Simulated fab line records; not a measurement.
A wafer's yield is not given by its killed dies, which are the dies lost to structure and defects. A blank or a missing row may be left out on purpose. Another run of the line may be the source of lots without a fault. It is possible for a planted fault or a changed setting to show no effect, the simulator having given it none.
Which tool was responsible? -- flow berkeley-cmos170 -- 14 lots with 42 wafers sampled at 4 steps, on a route of 331 steps

## WHAT THE GAUGES SHOWED, per wafer
UCB170_CONTACT_CD_MEAS_15: target cd 700 nm.
lot,measured,on,cd-nm (nm)
L659,day 6 20:58,cd-sem-01,700.6 701.5 700.4
L660,day 7 03:15,cd-sem-02,697.6 697.6 698.6
L661,day 7 04:07,cd-sem-02,699.4 698.2 697.7
L663,day 7 14:02,cd-sem-01,700.4 699.7 700.3
L662,day 7 16:14,cd-sem-02,699.3 700.1 699.9
L664,day 8 12:11,cd-sem-01,698.6 698.1 698.2
L666,day 8 19:05,cd-sem-02,697.6 698.0 698.0
L668,day 8 22:44,cd-sem-02,701.0 702.5 701.7
L671,day 9 13:38,cd-sem-02,700.6 699.7 700.6
L674,day 10 20:12,cd-sem-02,697.6 700.0 697.1
L677,day 11 02:34,cd-sem-01,699.9 699.5 699.8
L676,day 11 02:17,cd-sem-01,699.6 698.9 698.5
L680,day 11 12:25,cd-sem-01,700.2 698.2 698.2
L682,day 11 19:28,cd-sem-01,698.3 699.5 699.5

UCB170_V1_BOW_MEAS_03.
lot,measured,on,V1_BOW (um)
L659,day 7 04:25,film-metro-04,16 12 15
L660,day 7 13:41,film-metro-01,15 26 27
L661,day 7 13:41,film-metro-04,11 16 19
L663,day 7 22:16,film-metro-01,12 24 15
L662,day 7 22:22,film-metro-02,22 24 23
L664,day 8 19:43,film-metro-04,12 22 14
L666,day 9 01:42,film-metro-02,14 22 8
L668,day 9 07:40,film-metro-04,21 4 17
L671,day 9 21:25,film-metro-02,33 23 21
L674,day 11 03:31,film-metro-04,9 20 17
L677,day 11 12:47,film-metro-01,17 18 27
L676,day 11 12:47,film-metro-04,20 17 21
L680,day 11 19:30,film-metro-04,20 15 24
L682,day 12 02:28,film-metro-04,13 26 12

## EACH LOT AND THE TOOL THAT RAN IT (in order: tool; ch and the chambers of the sampled wafers; start)
lot,UCB170_PVT_STRIP_08,UCB170_M1_SPUTTER_00
L659,"plasma-asher-01 ch 0,1, day 5 13:49","pvd-sputter-01, day 6 21:40"
L660,"plasma-asher-01 ch 0,1, day 5 20:26","pvd-sputter-03, day 7 03:58"
L661,"plasma-asher-01 ch 0,1, day 5 20:43","pvd-sputter-01, day 7 04:59"
L663,"plasma-asher-04 ch 0,1, day 6 05:58","pvd-sputter-01, day 7 14:47"
L662,"plasma-asher-03 ch 0,1, day 6 06:13","pvd-sputter-03, day 7 17:08"
L664,"plasma-asher-01 ch 0,1, day 6 22:14","pvd-sputter-03, day 8 12:55"
L666,"plasma-asher-03 ch 0,1, day 7 04:53","pvd-sputter-04, day 8 19:47"
L668,"plasma-asher-04 ch 1, day 7 11:59","pvd-sputter-03, day 8 23:28"
L671,"plasma-asher-04 ch 0,1, day 8 04:21","pvd-sputter-03, day 9 14:19"
L674,"plasma-asher-04 ch 0,1, day 9 03:04","pvd-sputter-03, day 10 20:55"
L677,"plasma-asher-03 ch 0,1, day 9 14:19","pvd-sputter-03, day 11 03:17"
L676,"plasma-asher-01 ch 0,1, day 9 14:28","pvd-sputter-04, day 11 03:01"
L680,"plasma-asher-01 ch 0,1, day 10 00:49","pvd-sputter-03, day 11 13:08"
L682,"plasma-asher-01 ch 0,1, day 10 11:14","pvd-sputter-04, day 11 20:11"
- UCB170_PVT_STRIP_08: strips in O2.
- UCB170_M1_SPUTTER_00: material Al, target thk 600 nm, time 80 s.

## WHAT THE TOOLS THEMSELVES READ (means of the sampled wafers that have a number; where no wafer has one, the mark that the record gives instead)
UCB170_PVT_STRIP_08.
lot,tool,drypump-motor-current-A (A),oes-product-au (a.u.),strip-time-to-endpoint-s (s)
L659,plasma-asher-01,5.9,0.733,21.69
L660,plasma-asher-01,6.0,0.739,21.76
L661,plasma-asher-01,6.0,0.736,21.56
L663,plasma-asher-04,5.3,0.734,21.60
L662,plasma-asher-03,6.2,0.735,21.69
L664,plasma-asher-01,6.0,0.737,21.64
L666,plasma-asher-03,6.2,0.740,21.67
L668,plasma-asher-04,5.4,0.733,21.57
L671,plasma-asher-04,5.3,0.812,21.60
L674,plasma-asher-04,5.2,0.813,21.71
L677,plasma-asher-03,6.2,0.735,21.65
L676,plasma-asher-01,6.0,0.739,21.63
L680,plasma-asher-01,5.9,0.735,21.58
L682,plasma-asher-01,5.9,0.734,21.65

UCB170_M1_SPUTTER_00.
lot,tool,throttle-valve-pct (%)
L659,pvd-sputter-01,30.9
L660,pvd-sputter-03,30.1
L661,pvd-sputter-01,30.3
L663,pvd-sputter-01,30.9
L662,pvd-sputter-03,30.2
L664,pvd-sputter-03,30.9
L666,pvd-sputter-04,30.2
L668,pvd-sputter-03,31.1
L671,pvd-sputter-03,30.2
L674,pvd-sputter-03,31.0
L677,pvd-sputter-03,30.2
L676,pvd-sputter-04,29.7
L680,pvd-sputter-03,30.1
L682,pvd-sputter-04,30.2

## THE ANSWER, worked out from the rows above alone
Rule: the lots themselves supply what counts as usual. The widest of any qualifying gaps counts: lots, ordered by their means at a reading, are off when they make up no more than a third of the lots, leave a main group of 4 or more, and stand apart from it by 3 or more times the standard deviation of that group's means. Not used: any main group whose means are identical at the precision the tables above print for the reading. Also off: a lot with no number at a reading for which 4 or more lots have one. Any other lot the step has rows for is counted as sound. First the gauges in route order, then the tools' own readings, where a lot's mean is used as printed above. At the first step where some lot is off, the reading lying furthest off is the one used; lots without a number count as furthest.
Off: L671, L674 (UCB170_PVT_STRIP_08, oes-product-au). The main group: mean 0.736 a.u., standard deviation 0.0023.
A tool fits if, at that step or a process step before it, it ran every lot that is off, and no sound lot after the first of them. One candidate fits, namely plasma-asher-04 at UCB170_PVT_STRIP_08. A fault onset in the window from L668 (day 7 11:59, its last sound lot) to L671 (day 8 04:21, its first lot off) fits.
On the lots that are off, the tool's own readings at UCB170_PVT_STRIP_08 differ by more than 5 times the standard deviation of the sound lots' means, which bears it out; oes-product-au reads 0.812 a.u. there versus 0.736 a.u. on the sound lots.

## WHAT WAS PUT IN BY THE SIMULATOR
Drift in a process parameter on plasma-asher-04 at UCB170_PVT_STRIP_08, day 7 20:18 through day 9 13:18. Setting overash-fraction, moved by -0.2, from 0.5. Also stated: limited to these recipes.
Shown lots that were struck: L671, L674. The rule above reached the same finding.
